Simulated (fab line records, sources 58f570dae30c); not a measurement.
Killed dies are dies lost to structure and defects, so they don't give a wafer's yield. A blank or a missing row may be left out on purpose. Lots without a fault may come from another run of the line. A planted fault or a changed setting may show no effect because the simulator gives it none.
Tool commonality check | flow berkeley_cmos170 | 15 lots, 45 wafers sampled

WHY IT WAS OPENED
At UCB170_NLDD_TW_MEAS_11 the reading NLDD_TW is flagged on 3 of 15 lots. Wafers without a fault read 2215, standard deviation 18.
Rule: a lot is flagged when every wafer of it that has a number lies more than 4 standard deviations from that mean, or none has a number. The other lots count as sound.

lot  | measured     | on            | NLDD_TW, wafer by wafer | flag
L504 | day 7 10:22  | film_metro-01 | 2222 2235 2234          |
L506 | day 8 13:07  | film_metro-01 | 2221 2224 2223          |
L507 | day 8 13:15  | film_metro-02 | 2234 2233 2235          |
L510 | day 8 14:32  | film_metro-01 | 2245 2243 2236          |
L505 | day 8 14:41  | film_metro-03 | 2176 2185 2193          |
L511 | day 8 23:07  | film_metro-02 | 2233 2228 2239          |
L513 | day 9 14:16  | film_metro-03 | 2188 2191 2184          |
L516 | day 10 00:34 | film_metro-01 | 2200 2206 2209          |
L518 | day 10 14:01 | film_metro-01 | 2207 2209 2203          |
L520 | day 11 06:53 | film_metro-01 | 2389 2368 2372          | FLAGGED
L521 | day 11 09:11 | film_metro-03 | 2338 2338 2349          | FLAGGED
L524 | day 11 09:17 | film_metro-02 | 2219 2222 2205          |
L523 | day 11 09:32 | film_metro-01 | 2385 2390 2379          | FLAGGED
L525 | day 12 08:52 | film_metro-03 | 2177 2182 2199          |
L526 | day 12 13:14 | film_metro-02 | 2219 2220 2225          |
The numbers of the flagged lots are 2368 on average: +153 against the usual, or +8 standard deviations.

WHICH TOOL RAN EACH LOT
The record holds 1 process step before the reading, out of a route of 331 steps. In each cell: the tool, then ch and the chambers that the sampled wafers went through, then the start.
lot  | flag    | UCB170_NLDD_IMPLANT_08
L504 |         | implanter-04 ch 0, day 7 09:59
L506 |         | implanter-04 ch 0, day 8 12:44
L507 |         | implanter-01 ch 0, day 8 12:51
L510 |         | implanter-04 ch 0, day 8 14:10
L505 |         | implanter-01 ch 0, day 8 14:17
L511 |         | implanter-03 ch 0, day 8 22:44
L513 |         | implanter-04 ch 0, day 9 13:53
L516 |         | implanter-01 ch 0, day 10 00:04
L518 |         | implanter-01 ch 0, day 10 13:38
L520 | FLAGGED | implanter-01 ch 0, day 11 06:29
L521 | FLAGGED | implanter-01 ch 0, day 11 08:48
L524 |         | implanter-03 ch 0, day 11 08:53
L523 | FLAGGED | implanter-01 ch 0, day 11 09:08
L525 |         | implanter-04 ch 0, day 12 08:29
L526 |         | implanter-04 ch 0, day 12 12:50
What these steps do:
- UCB170_NLDD_IMPLANT_08
- UCB170_NLDD_TW_MEAS_11

FLAGGED OVER TOTAL, TOOL BY TOOL (the gauges that took the reading come last)
step                   | tool          | lots run | flagged | share of the flagged lots | sound lots run after its first flagged lot
UCB170_NLDD_IMPLANT_08 | implanter-01  | 7        | 3       | all                       | 0
UCB170_NLDD_IMPLANT_08 | implanter-03  | 2        | 0       | none                      | -
UCB170_NLDD_IMPLANT_08 | implanter-04  | 6        | 0       | none                      | -
UCB170_NLDD_TW_MEAS_11 | film_metro-01 | 7        | 2       | some                      | 0
UCB170_NLDD_TW_MEAS_11 | film_metro-02 | 4        | 0       | none                      | -
UCB170_NLDD_TW_MEAS_11 | film_metro-03 | 4        | 1       | some                      | 1 (L525)

WHAT THE TABLE ALLOWS
1 row of the table ran every flagged lot: implanter-01 at UCB170_NLDD_IMPLANT_08.
- implanter-01 at UCB170_NLDD_IMPLANT_08: 3 of its 7 lots flagged. Its last sound lot is L518 (day 10 13:38), its first flagged lot L520 (day 11 06:29): a fault that began between those two fits. Its own readings lie more than 4 standard deviations out on every wafer of the flagged lots: dose_ions_cm2, faraday_current_uA.
One tool is left: implanter-01 at UCB170_NLDD_IMPLANT_08.

WHAT THE SIMULATOR HAD PUT IN
Process parameter drift: implanter-01, from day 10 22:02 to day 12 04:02, at UCB170_NLDD_IMPLANT_08. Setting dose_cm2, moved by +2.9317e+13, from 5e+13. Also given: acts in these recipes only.
Lots struck among those shown: L520, L521, L523. The rule above found the same.
